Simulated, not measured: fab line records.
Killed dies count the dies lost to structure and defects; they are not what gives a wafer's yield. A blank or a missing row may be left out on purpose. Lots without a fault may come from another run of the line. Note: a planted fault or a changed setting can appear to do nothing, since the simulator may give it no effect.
Which tool is to blame? | flow rit-cmos | 15 lots with 45 wafers sampled at 3 steps, on a route of 202 steps

== WHAT EACH GAUGE READ, for each wafer ==
RIT_NWELL_TW_MEAS_10. Usual: NWELL_TW gives 2156 (standard deviation 21).
lot  | measured    | on            | NWELL_TW       | flag
L909 | day 1 22:44 | film-metro-04 | 2135 2148 2139 |
L910 | day 2 05:11 | film-metro-04 | 2156 2155 2166 |
L912 | day 2 12:38 | film-metro-02 | 2190 2174 2175 |
L913 | day 2 17:37 | film-metro-01 | 2186 2175 2172 |
L914 | day 3 00:28 | film-metro-04 | 2119 2121 2116 |
L915 | day 3 04:20 | film-metro-04 | 2121 2129 2125 |
L916 | day 3 10:11 | film-metro-04 | 2124 2119 2120 |
L918 | day 3 21:35 | film-metro-01 | 2185 2178 2189 |
L920 | day 4 04:24 | film-metro-01 | 2180 2168 2172 |
L921 | day 4 10:59 | film-metro-04 | 2155 2164 2151 |
L922 | day 4 15:59 | film-metro-04 | 2147 2147 2139 |
L928 | day 5 22:37 | film-metro-02 | 2179 2166 2173 |
L929 | day 6 02:12 | film-metro-04 | 1963 1945 1951 | OFF
L930 | day 6 08:04 | film-metro-02 | 1980 1970 1966 | OFF
L931 | day 6 12:11 | film-metro-04 | 1945 1958 1946 | OFF

RIT_WELLDRIVE_RS_MEAS_01: uses a four-point probe to measure. Usual: NWELL_RS gives 275.5 ohm/sq (standard deviation 0.73).
lot  | measured    | on            | NWELL_RS (ohm/sq) | flag
L909 | day 2 05:35 | film-metro-02 | 275.3 275.2 275.0 |
L910 | day 2 12:01 | film-metro-01 | 275.3 275.8 274.9 |
L912 | day 2 19:37 | film-metro-01 | 275.7 275.0 274.8 |
L913 | day 3 00:58 | film-metro-02 | 275.0 275.6 275.3 |
L914 | day 3 08:00 | film-metro-02 | 276.5 276.2 275.8 |
L915 | day 3 12:20 | film-metro-02 | 275.6 274.8 275.2 |
L916 | day 3 17:00 | film-metro-04 | 274.6 275.1 275.4 |
L918 | day 4 05:26 | film-metro-04 | 276.0 276.2 275.3 |
L920 | day 4 12:01 | film-metro-02 | 275.8 275.7 274.8 |
L921 | day 4 17:50 | film-metro-01 | 276.3 276.3 275.9 |
L922 | day 4 23:14 | film-metro-04 | 275.0 276.1 276.6 |
L928 | day 6 06:49 | film-metro-02 | 274.8 274.9 274.9 |
L929 | day 6 09:02 | film-metro-02 | 327.1 329.4 329.7 | OFF
L930 | day 6 14:53 | film-metro-02 | 331.4 331.5 332.2 | OFF
L931 | day 6 19:07 | film-metro-01 | 330.5 330.7 332.3 | OFF

== WHAT TOOL EACH LOT RAN ON (gives the tool, then ch and the chambers of the sampled wafers, and finally the start) ==
lot  | RIT_NWELL_IMPLANT_08
L909 | implanter-04 ch 0, day 1 22:24
L910 | implanter-04 ch 0, day 2 04:52
L912 | implanter-02 ch 0, day 2 12:19
L913 | implanter-01 ch 0, day 2 17:19
L914 | implanter-01 ch 0, day 3 00:08
L915 | implanter-04 ch 0, day 3 04:02
L916 | implanter-04 ch 0, day 3 09:52
L918 | implanter-01 ch 0, day 3 21:15
L920 | implanter-01 ch 0, day 4 04:05
L921 | implanter-04 ch 0, day 4 10:40
L922 | implanter-02 ch 0, day 4 15:39
L928 | implanter-01 ch 0, day 5 22:17
L929 | implanter-04 ch 0, day 6 01:52
L930 | implanter-04 ch 0, day 6 07:44
L931 | implanter-04 ch 0, day 6 11:51
- RIT_NWELL_IMPLANT_08

== WHAT THE TOOLS THEMSELVES READ (means of the sampled wafers that have a number; where no wafer has one, the mark that the record gives instead) ==
RIT_NWELL_IMPLANT_08. Usual: dose-ions-cm2 5.001e+13, standard deviation 4.9e+10; faraday-current-uA 158, standard deviation 3.2.
lot  | tool         | dose-ions-cm2 | faraday-current-uA | flag
L909 | implanter-04 | 5.003e+13     | 159                |
L910 | implanter-04 | 4.999e+13     | 158                |
L912 | implanter-02 | 5.000e+13     | 156                |
L913 | implanter-01 | 5.001e+13     | 161                |
L914 | implanter-01 | 5.003e+13     | 160                |
L915 | implanter-04 | 5.003e+13     | 162                |
L916 | implanter-04 | 5.005e+13     | 161                |
L918 | implanter-01 | 5.001e+13     | 163                |
L920 | implanter-01 | 4.998e+13     | 157                |
L921 | implanter-04 | 5.002e+13     | 161                |
L922 | implanter-02 | 4.999e+13     | 157                |
L928 | implanter-01 | 4.997e+13     | 158                |
L929 | implanter-04 | 3.729e+13     | 117                | OFF
L930 | implanter-04 | 3.718e+13     | 116                | OFF
L931 | implanter-04 | 3.724e+13     | 118                | OFF

== THE ANSWER, worked out from the rows above alone ==
Rule: take the mean of a lot's wafers that have a number; if it is more than 3 standard deviations from the usual mean, the lot is off. A lot without any number at a reading at which 4 lots or more have one is off too. All remaining lots with rows at the step are treated as sound. Order of review: gauges by route order, followed by the tools' own readings, for which a lot's mean as printed above is used. The first step at which some lot is off is used, and at that step the reading that is off furthest; a lot without a number counts as furthest.
Off: at RIT_NWELL_TW_MEAS_10 (NWELL_TW), L929, L930, L931.
If a tool, at a process step before that reading, ran all the lots that are off and no sound lot after the first of them, it fits. Not tried: the gauges at RIT_NWELL_TW_MEAS_10; whatever is off there is also off at RIT_NWELL_IMPLANT_08, on other tools, and gauge error can't account for it. One fits: implanter-04 at RIT_NWELL_IMPLANT_08. A fault onset in the window from L921 (day 4 10:40, its last sound lot) to L929 (day 6 01:52, its first lot off) fits.
The tool's own readings at RIT_NWELL_IMPLANT_08 bear it out: on the lots that are off they differ by more than 5 times the standard deviation of the sound lots' means. dose-ions-cm2 reads 3.724e+13 there against 5.001e+13 on the sound lots; faraday-current-uA reads 117 there against 159 on the sound lots.

== WHAT WAS PUT IN BY THE SIMULATOR ==
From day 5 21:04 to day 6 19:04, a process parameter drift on implanter-04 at RIT_NWELL_IMPLANT_08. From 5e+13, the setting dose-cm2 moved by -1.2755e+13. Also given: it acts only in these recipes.
Lots struck among those shown: L929, L930, L931. This agrees with what the rule above found.
